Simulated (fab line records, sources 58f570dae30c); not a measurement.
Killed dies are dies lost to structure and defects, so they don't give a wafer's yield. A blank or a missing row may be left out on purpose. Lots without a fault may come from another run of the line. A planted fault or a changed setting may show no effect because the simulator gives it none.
A struck lot beside a sound one | flow berkeley_cmos170 | 15 steps out of a route of 331
Sound: wafers L177.2, L177.3, L177.5. Struck: wafers L175.3, L175.4, L175.5. The cause comes at the end.
At each step with rows: each side's tool, then ch and its chambers, then its first start. Under that, the readings that differ: sound wafers | struck wafers | difference of the means | sigmas: that difference in standard deviations of wafers without a fault.
alike: readings whose means differ by less than 2 such deviations, and words and numbers that are the same on both sides. not compared: withheld readings, readings that some wafer has no value for, bounds like >300 that may hide the same value, and numbers for which the record gives no deviation and whose values overlap.
The two part at a step that has a row with sigmas, a row that says differs or no value, or rows on one side only. Numbers that don't overlap but have no deviation are shown without sigmas and don't part them. A reading that every wafer of one side lacks parts them only if that side has two wafers or more.

UCB170_M1_SPUTTER_00: material Al, target thk 600 nm, time 80 s.
  sound on pvd_sputter-04, day 10 03:46; struck on pvd_sputter-02, day 10 04:30
  alike: chamber_pressure_pa, throttle_valve_pct
UCB170_M1_RS_MEAS_01: measures by four-point-probe.
  sound on film_metro-02, day 10 03:51; struck on film_metro-03, day 10 04:36
  alike: M1_AL_RS
UCB170_M1_THK_MEAS_02: measures by xrf.
  sound on film_metro-02, day 10 03:58; struck on film_metro-03, day 10 04:42
  alike: M1_AL_THK
then, 6 steps without rows for these wafers: UCB170_M1_COAT_03; UCB170_M1_COAT_04 (resist thk 900 nm); UCB170_M1_SOFTBAKE_05 (time 60 s); UCB170_M1_EXPOSE_06 (exposes mask METAL1, target cd 700 nm); UCB170_M1_PEB_07; UCB170_M1_DEVELOP_08 (develop time 45 s).
UCB170_M1_CD_MEAS_09: target cd 700 nm.
  sound on cd_sem-01, day 10 05:53; struck on cd_sem-01, day 10 06:35
  reading    | sound             | struck            | difference | sigmas
  cd_nm (nm) | 702.6 702.0 702.4 | 698.0 699.0 698.9 | -3.7       | -3
UCB170_M1_OVL_MEAS_10:
  sound on overlay-01, day 10 06:00; struck on overlay-01, day 10 06:40
  alike: M1_OVL
UCB170_M1_ETCH_11: etches BARC in N2/H2.
  sound on rie_diel-02 ch 1,2,3, day 10 06:02; struck on rie_diel-01 ch 2,3, day 10 06:42
  alike: drypump_motor_current_A, oes_product_au, rf_fwd_power_W, throttle_valve_pct
UCB170_M1_METAL_ETCH_12: etches Al in Cl2/BCl3, stops on PSG, target depth 780 nm, time 130 s.
  sound on rie_metal-03 ch 0, day 10 06:04; struck on rie_metal-01 ch 0,1, day 10 06:47
  reading                             | sound             | struck            | difference | sigmas
  oes_product_au (a.u.)               | 0.848 0.848 0.852 | 0.819 0.818 0.823 | -0.029     | -2
  rf_fwd_power_W (W)                  | 594.8 596.8 595.2 | 527.0 522.6 524.7 | -70.8      | -44
  model.KrF_of_M1_COAT_04.thk_nm (nm) | 440.4 438.4 435.4 | 464.2 467.4 462.8 | +26.7      |
  alike: drypump_motor_current_A, throttle_valve_pct
  not compared: rf_hours_counter_h
UCB170_M1_STRIP_13: strips in O2.
  sound on plasma_asher-02 ch 0,1, day 10 06:12; struck on plasma_asher-02 ch 0,1, day 10 06:55
  alike: drypump_motor_current_A, oes_product_au
  not compared: rf_hours_counter_h
UCB170_M3_PROBE_99:
  the record has rows for the struck wafers here (prober-02, day 11 00:03) and none for the sound ones

WHERE THEY PART
First at UCB170_M1_CD_MEAS_09; last, within this record, at UCB170_M3_PROBE_99.

WHY: what the simulator had put in
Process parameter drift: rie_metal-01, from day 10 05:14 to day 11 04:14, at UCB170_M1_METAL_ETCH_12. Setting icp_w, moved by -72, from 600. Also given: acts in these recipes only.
